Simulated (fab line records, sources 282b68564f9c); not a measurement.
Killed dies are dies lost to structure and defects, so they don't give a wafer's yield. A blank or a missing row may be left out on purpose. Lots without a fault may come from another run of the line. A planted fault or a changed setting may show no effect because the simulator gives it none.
fab line records | flow rit_cmos
record lots=6 wafers=18 last_day=7
route steps=202 shown M1@184
lots that met no fault: from a run of the same line without faults
start_h: hours from the record's first day to the start of the lot's first wafer shown | wait_h: hours since the lot's step before | " the same as in the row above | L1.1+2: a row that stands for several wafers | - no value, or no start given | * or withheld: withheld | < > ~ a bound
route shown NAME@n: a module of which the file shows steps, and the number in the route of the first | usual: mean/standard deviation of fault-free wafers | same: alike in all rows | chamber/n: place in a boat | sites: the reading at each site | _std_site: their standard deviation | _edge_site: outer sites' mean less inner sites' | radius_mm: how far each site lies from the wafer's centre | mask NAME#n: copy n | behind: the tool/chamber that last shaped the wafer | hold: why the lot was held/for how many hours/how that ended | device: the transistor (n, p or np) that didn't switch | end of line: the same wafers' tests at the end of the route | a step without rows: its recipe alone | killed: dies lost to structure and defects at the first sort, not the wafer's yield | map: a wafer's dies, x killed, . not, _ none there
set.NAME: the setting as run; set.NAME@STEP: as run at that earlier step | model.NAME: the simulator's own value behind a step, which no gauge read
lots at some steps of the route; a table a step, a row a wafer
services: from which hour (start_h, from the record's first day; less than 0 if before it) a tool's chamber was out of use, for how many hours, and why
## steps
# step RIT_M1_SPUTTER_00
# recipe material=Al target_thk_nm=400 power_w=2000 chamber_pressure_pa=0.4 gas=Ar time_s=500 substrate_temp_c=25
# usual substrate_temp_c=25.00/0.11 throttle_valve_pct=29.4/1
# columns lot.wafer tool chamber start_h wait_h substrate_temp_c throttle_valve_pct
L484.3 pvd_sputter-04 - 52.43 0.0 24.87 28.0
L484.4 " - " " 24.89 29.1
L484.6 " - " " 25.11 31.5
L485.2 pvd_sputter-01 - 58.63 0.0 24.85 30.2
L485.5 " - " " 25.12 29.5
L485.6 " - " " 25.08 27.9
L497.1 pvd_sputter-01 - 119.06 0.0 24.82 29.5
L497.4 " - " " 24.85 30.1
L497.6 " - " " 24.98 29.3
L500.1 pvd_sputter-04 - 133.06 0.0 25.22 28.3
L500.5 " - " " 25.08 31.6
L500.6 " - " " 25.09 28.3
L504.3 pvd_sputter-04 - 154.56 0.0 25.00 29.1
L504.5 " - " " 25.04 31.2
L504.6 " - " " 25.21 29.0
L506.1 pvd_sputter-04 - 169.00 0.0 25.11 29.4
L506.4 " - " " 24.98 31.5
L506.5 " - " " 25.12 31.4
# step RIT_M1_RS_MEAS_01
# recipe thk_meas_gauge=four-point-probe reads=Al_of_M1_SPUTTER_00
# usual M1_AL_RS=0.0734/0.00065
# columns lot.wafer tool chamber start_h wait_h M1_AL_RS[ohm/sq]
L484.3 film_metro-03 - 52.77 0.2 0.0743
L484.4 " - " " 0.0737
L484.6 " - " " 0.0732
L485.2 film_metro-03 - 58.94 0.2 0.0734
L485.5 " - " " 0.0754
L485.6 " - " " 0.0739
L497.1 film_metro-02 - 119.36 0.1 0.0732
L497.4 " - " " 0.0730
L497.6 " - " " 0.0739
L500.1 film_metro-02 - 133.35 0.1 0.0742
L500.5 " - " " 0.0744
L500.6 " - " " 0.0744
L504.3 film_metro-01 - 154.89 0.2 0.0727
L504.5 " - " " 0.0730
L504.6 " - " " 0.0722
L506.1 film_metro-03 - 169.30 0.1 0.0734
L506.4 " - " " 0.0743
L506.5 " - " " 0.0736
# step RIT_M1_THK_MEAS_02
# recipe thk_meas_gauge=xrf reads=Al_of_M1_SPUTTER_00
# usual M1_AL_THK=408/3.8
# columns lot.wafer tool chamber start_h wait_h M1_AL_THK[nm]
L484.3 film_metro-03 - 52.87 0.1 402
L484.4 " - " " 406
L484.6 " - " " 409
L485.2 film_metro-03 - 59.05 0.1 406
L485.5 " - " " 399
L485.6 " - " " 405
L497.1 film_metro-02 - 119.48 0.1 407
L497.4 " - " " 409
L497.6 " - " " 407
L500.1 film_metro-02 - 133.47 0.1 404
L500.5 " - " " 401
L500.6 " - " " 402
L504.3 film_metro-01 - 154.99 0.1 411
L504.5 " - " " 407
L504.6 " - " " 413
L506.1 film_metro-03 - 169.42 0.1 411
L506.4 " - " " 404
L506.5 " - " " 407
# step RIT_M1_HMDS_03
# recipe prime_time_s=60 prime_temp_c=140
# step RIT_M1_COAT_04
# recipe resist=NOVOLAK spin_rpm=2000 resist_thk_nm=1300
# step RIT_M1_SOFTBAKE_05
# recipe resist=NOVOLAK temp_c=90 time_s=60
# step RIT_M1_EXPOSE_06
# recipe mask_id=M12 na=0.6 source_shape=conventional sigma_outer=0.5 target_cd_nm=2600 dose_mj=250
# step RIT_M1_PEB_07
# recipe resist=NOVOLAK temp_c=withheld time_s=withheld
# step RIT_M1_DEVELOP_08
# recipe resist=NOVOLAK develop_time_s=68.88 dev_temp_c=23
# step RIT_M1_CD_MEAS_09
# recipe target_cd_nm=2600
# usual cd_nm=2600.8/2.1
# columns lot.wafer tool chamber start_h wait_h cd_nm
L484.3 cd_sem-02 - 53.95 - 2601.2
L484.4 " - " " 2600.3
L484.6 " - " " 2599.6
L485.2 cd_sem-02 - 60.13 - 2600.6
L485.5 " - " " 2602.0
L485.6 " - " " 2602.2
L497.1 cd_sem-01 - 120.42 - 2600.1
L497.4 " - " " 2599.0
L497.6 " - " " 2600.5
L500.1 cd_sem-01 - 134.54 - 2601.4
L500.5 " - " " 2598.7
L500.6 " - " " 2600.3
L504.3 cd_sem-01 - 156.08 - 2600.8
L504.5 " - " " 2601.4
L504.6 " - " " 2600.3
L506.1 cd_sem-02 - 170.36 - 2599.6
L506.4 " - " " 2602.5
L506.5 " - " " 2600.3
# step RIT_M1_OVL_MEAS_10
# usual M1_OVL=-0.1/1.4
# columns lot.wafer tool chamber start_h wait_h M1_OVL[nm]
L484.3 overlay-02 - 54.04 0.1 -1.6
L484.4 " - " " -0.3
L484.6 " - " " -1.7
L485.2 overlay-01 - 60.23 0.1 1.4
L485.5 " - " " -2.1
L485.6 " - " " -2.5
L497.1 overlay-01 - 120.54 0.1 0.6
L497.4 " - " " -0.4
L497.6 " - " " 0.4
L500.1 overlay-01 - 134.66 0.1 0.0
L500.5 " - " " -0.5
L500.6 " - " " -0.8
L504.3 overlay-01 - 156.17 0.1 0.7
L504.5 " - " " 2.1
L504.6 " - " " 2.8
L506.1 overlay-01 - 170.48 0.1 1.3
L506.4 " - " " 0.7
L506.5 " - " " 0.5
# step RIT_M1_HARDBAKE_11
# recipe resist=NOVOLAK temp_c=140 time_s=120
# step RIT_M1_METAL_ETCH_12
# recipe stop_on=SiO2 chemistry=Cl2/BCl3 target=Al time_s=165 over_etch_frac=0.5 pressure_mtorr=100 target_depth_a=6000 rf_w=250 Cl2_flow_sccm=60 bcl3_flow_sccm=50
# usual drypump_motor_current_A=5.5/0.48 oes_product_au=0.776/0.014 throttle_valve_pct=8.22/0.096
# columns lot.wafer tool chamber start_h wait_h drypump_motor_current_A oes_product_au rf_hours_counter_h throttle_valve_pct model.NOVOLAK_of_M1_COAT_04.thk_nm
L484.3 rie_metal-04 0 54.37 0.2 5.8 0.764 - 8.19 804.7
L484.4 " 1 " " 5.3 0.774 - 8.31 806.5
L484.6 " 1 " " 5.4 0.785 - 8.31 810.7
L485.2 rie_metal-03 1 60.51 0.2 6.5 0.780 1 8.08 818
L485.5 " 1 " " 6.5 0.770 - 8.07 817.2
L485.6 " 0 " " 5.1 0.759 - 8.20 826.6
L497.1 rie_metal-03 0 120.82 0.2 5.1 0.764 1 8.19 804.8
L497.4 " 1 " " 6.5 0.780 - 8.07 815.6
L497.6 " 0 " " 5.1 0.750 - 8.19 803.1
L500.1 rie_metal-03 0 134.94 0.2 5.1 0.761 1 8.19 813.2
L500.5 " 0 " " 5.1 0.748 - 8.19 812.6
L500.6 " 1 " " 6.5 0.773 - 8.08 824
L504.3 rie_metal-04 0 156.55 0.2 5.8 0.769 - 8.19 808.6
L504.5 " 1 " " 5.3 0.783 - 8.32 805.8
L504.6 " 0 " " 5.7 0.775 - 8.20 798.1
L506.1 rie_metal-01 0 170.76 0.2 5.8 0.772 5 8.17 819.8
L506.4 " 1 " " 5.0 0.793 - 8.38 815.7
L506.5 " 0 " " 5.8 0.771 - 8.16 816.5
# step RIT_M1_STRIP_13
# recipe chemistry=nmp resist=NOVOLAK temp_c=80 time_s=600 dry=n2_spin
# step RIT_M1_PROBE_99
# usual defect_limited_yield=97.3/1.2 killed_at_contacts=0.0/0.2 killed_at_front_end=7/3.1 killed_dies=7/3.1 killed_open=3.5/1.9 killed_short=3.6/2.1 sort_bin_3_pad_short=0.1/0.2 sort_bin_5_function=1.6/0.86 sort_bin_6_memory=1.0/0.64 sort_n_pass=257/3.1 sort_yield_pct=97.3/1.2
# same gross_dies=264 killed_at_M0_to_M3=0 killed_at_M4_up=0 killed_at_back_side=0 killed_at_other=0
# columns lot.wafer tool chamber start_h wait_h defect_limited_yield[%] killed_at_contacts killed_at_front_end killed_dies killed_open killed_short sort_bin_3_pad_short[%] sort_bin_5_function[%] sort_bin_6_memory[%] sort_n_pass sort_yield_pct[%]
L484.3 prober-02 - 56.67 0.2 99.2 0 2 2 0 2 0.4 0.4 0 262 99.2
L484.4 prober-02 - 56.72 0.2 96.6 0 9 9 7 2 0 2.3 1.1 255 96.6
L484.6 prober-02 - 56.82 0.2 96.6 0 9 9 5 4 0.4 1.9 1.1 255 96.6
L485.2 prober-01 - 62.82 0.1 97.0 0 8 8 1 7 0.4 2.3 0.4 256 97.0
L485.5 prober-01 - 62.97 0.2 96.2 0 10 10 7 3 0 2.3 1.5 254 96.2
L485.6 prober-01 - 63.02 0.2 97.0 0 8 8 2 6 0 2.3 0.8 256 97.0
L497.1 prober-01 - 123.13 0.1 96.2 1 9 10 5 5 0.4 2.7 0.8 254 96.2
L497.4 prober-01 - 123.28 0.2 96.2 0 10 10 5 5 0.8 2.3 0.8 254 96.2
L497.6 prober-01 - 123.38 0.2 98.1 0 5 5 3 2 0 1.1 0.8 259 98.1
L500.1 prober-02 - 137.40 0.1 97.3 0 7 7 7 0 0 1.9 0.8 257 97.3
L500.5 prober-02 - 137.60 0.2 98.1 0 5 5 4 1 0 1.5 0.4 259 98.1
L500.6 prober-02 - 137.65 0.2 98.5 0 4 4 2 2 0 1.1 0.4 260 98.5
L504.3 prober-02 - 159.94 0.2 99.6 0 1 1 1 0 0 0.4 0 263 99.6
L504.5 prober-02 - 160.04 0.2 98.1 0 5 5 2 3 0.4 1.1 0.4 259 98.1
L504.6 prober-02 - 160.09 0.2 98.5 0 4 4 2 2 0 1.1 0.4 260 98.5
L506.1 prober-02 - 173.02 0.1 98.9 0 3 3 1 2 0 0.4 0.8 261 98.9
L506.4 prober-02 - 173.17 0.2 97.3 0 7 7 3 4 0 1.5 1.1 257 97.3
L506.5 prober-02 - 173.22 0.2 98.9 0 3 3 2 1 0 0.8 0.4 261 98.9
# killed by level:class
L484.3 FOX2:geometric_particle:short=2
L484.4 SPACER:geometric_particle:open=3 FOX2:geometric_particle:open=2 SPACER:geometric_particle:short=2 FOX1:geometric_particle:open=1 GATE:geometric_particle:open=1
L484.6 GATE:geometric_particle:open=4 GATE:geometric_particle:short=2 FOX2:geometric_particle:short=1 SPACER:geometric_particle:open=1 SILICIDE:geometric_particle:short=1
L485.2 GATE:geometric_particle:short=3 FOX1:geometric_particle:short=2 GATE:geometric_particle:open=1 REOX:geometric_particle:short=1 SILICIDE:geometric_particle:short=1
L485.5 GATE:geometric_particle:open=3 FOX1:geometric_particle:short=2 SPACER:geometric_particle:open=2 FOX1:geometric_particle:open=1 REOX:geometric_particle:open=1 SILICIDE:geometric_particle:short=1
L485.6 GATE:geometric_particle:short=2 REOX:geometric_particle:short=2 SILICIDE:geometric_particle:short=2 GATE:geometric_particle:open=1 REOX:geometric_particle:open=1
L497.1 FOX1:geometric_particle:short=2 SILICIDE:geometric_particle:short=2 FOX1:geometric_particle:open=1 GATE:geometric_particle:open=1 GATE:geometric_particle:short=1 SPACER:geometric_particle:open=1 SILICIDE:geometric_particle:open=1 CONTACT:geometric_particle:open=1
L497.4 FOX1:geometric_particle:short=3 GATE:geometric_particle:open=3 GATE:geometric_particle:short=2 SPACER:geometric_particle:open=2
L497.6 REOX:geometric_particle:short=2 REOX:geometric_particle:open=2 FOX2:geometric_particle:open=1
L500.1 FOX1:geometric_particle:open=3 SILICIDE:geometric_particle:open=3 GATE:geometric_particle:open=1
L500.5 GATE:geometric_particle:open=2 FOX1:geometric_particle:open=1 FOX2:geometric_particle:open=1 SILICIDE:geometric_particle:short=1
L500.6 GATE:geometric_particle:open=2 FOX1:geometric_particle:short=1 GATE:geometric_particle:short=1
L504.3 FOX1:geometric_particle:open=1
L504.5 FOX1:geometric_particle:open=1 FOX2:geometric_particle:short=1 GATE:geometric_particle:short=1 GATE:geometric_particle:open=1 SPACER:geometric_particle:short=1
L504.6 GATE:geometric_particle:open=2 GATE:geometric_particle:short=1 REOX:geometric_particle:short=1
L506.1 GATE:geometric_particle:short=1 REOX:geometric_particle:open=1 SILICIDE:geometric_particle:short=1
L506.4 FOX2:geometric_particle:short=2 FOX2:geometric_particle:open=1 GATE:geometric_particle:short=1 GATE:geometric_particle:open=1 REOX:geometric_particle:short=1 REOX:geometric_particle:open=1
L506.5 GATE:geometric_particle:open=2 GATE:geometric_particle:short=1
## services
# columns tool chamber start_h hours kind
rie_metal-04 - 48.02 0.1 repair
pvd_sputter-04 - 82.54 0.5 repair
pvd_sputter-01 - 102.87 1.8 repair
pvd_sputter-04 - 104.68 5.8 repair
rie_metal-04 - 136.12 20.0 pm
rie_metal-04 0 136.12 20.0 vent_cycle
rie_metal-04 1 136.12 20.0 vent_cycle
rie_metal-03 1 138.91 25.4 repair
rie_metal-04 0 156.12 - clean
rie_metal-04 1 156.12 - clean
pvd_sputter-01 - 163.49 2.9 repair
## key
first_sign none at tools or gauges
model_effect step=RIT_M1_METAL_ETCH_12 value=NOVOLAK_of_M1_COAT_04.thk_nm without=820 struck=808.4
met_at RIT_M1_METAL_ETCH_12
struck_wafers L497.1,L497.6,L500.1,L500.5
onset_between 60.51 120.82
fault kind=process_parameter_drift tool=rie_metal-03 chamber=0 onset_h=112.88 steps=RIT_M1_METAL_ETCH_12 channel=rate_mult offset=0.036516 shape=step end_h=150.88
